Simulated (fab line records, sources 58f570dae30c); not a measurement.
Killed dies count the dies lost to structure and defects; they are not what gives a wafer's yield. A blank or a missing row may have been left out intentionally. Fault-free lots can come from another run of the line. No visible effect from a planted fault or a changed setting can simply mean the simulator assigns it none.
Chamber matching || flow berkeley-cmos170 || pecvd-03 running UCB170_V2_CVD_00: 3 sister chambers
The step deposits SiO2 from TEOS/O2, target thk 2000 nm, time 250 s. 3 wafers are shown with their chamber, then 7 later ones without.

WAFERS WITH THEIR CHAMBER
{"wafer": "L395.6", "chamber": 1, "heater-power-w (W)": 159}
{"wafer": "L392.1", "chamber": 2, "heater-power-w (W)": 336}
{"wafer": "L392.2", "chamber": 0, "heater-power-w (W)": 293}

WAFERS WITHOUT THEIR CHAMBER
{"wafer": "L392.6", "heater-power-w (W)": 208}
{"wafer": "L396.1", "heater-power-w (W)": 299}
{"wafer": "L396.4", "heater-power-w (W)": 290}
{"wafer": "L396.5", "heater-power-w (W)": 152}
{"wafer": "L402.3", "heater-power-w (W)": 388}
{"wafer": "L402.4", "heater-power-w (W)": 205}
{"wafer": "L402.6", "heater-power-w (W)": 280}

WHICH CHAMBER EACH WENT THROUGH
{"wafer": "L392.6", "from the rows above": "can't be placed: 1 or 0", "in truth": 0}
{"wafer": "L396.1", "from the rows above": "can't be placed: 0 or 2", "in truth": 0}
{"wafer": "L396.4", "from the rows above": "can't be placed: 0 or 2", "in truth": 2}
{"wafer": "L396.5", "from the rows above": 1, "in truth": 1}
{"wafer": "L402.3", "from the rows above": "can't be placed: 2 or 0", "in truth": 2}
{"wafer": "L402.4", "from the rows above": "can't be placed: 1 or 0", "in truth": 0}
{"wafer": "L402.6", "from the rows above": "can't be placed: 0 or 2", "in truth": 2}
1 of 7 placed correctly. Not placeable from these rows: 6 (in 6, the candidates include the true chamber). Number placed wrongly: 0.
How it was worked out, from the rows above alone: a wafer's distance from a chamber is the root of the sum, over the readings, of the square of ((its reading less the chamber's mean) divided by the reading's scatter). The wafer belongs to the nearest chamber; if the next one is less than 2 further off, it can't be placed. The mean given for a chamber averages the wafers shown for that chamber. The scatter: with one shown wafer a chamber, the root of the mean of the squares of how far each hidden wafer lies from its nearest shown one.
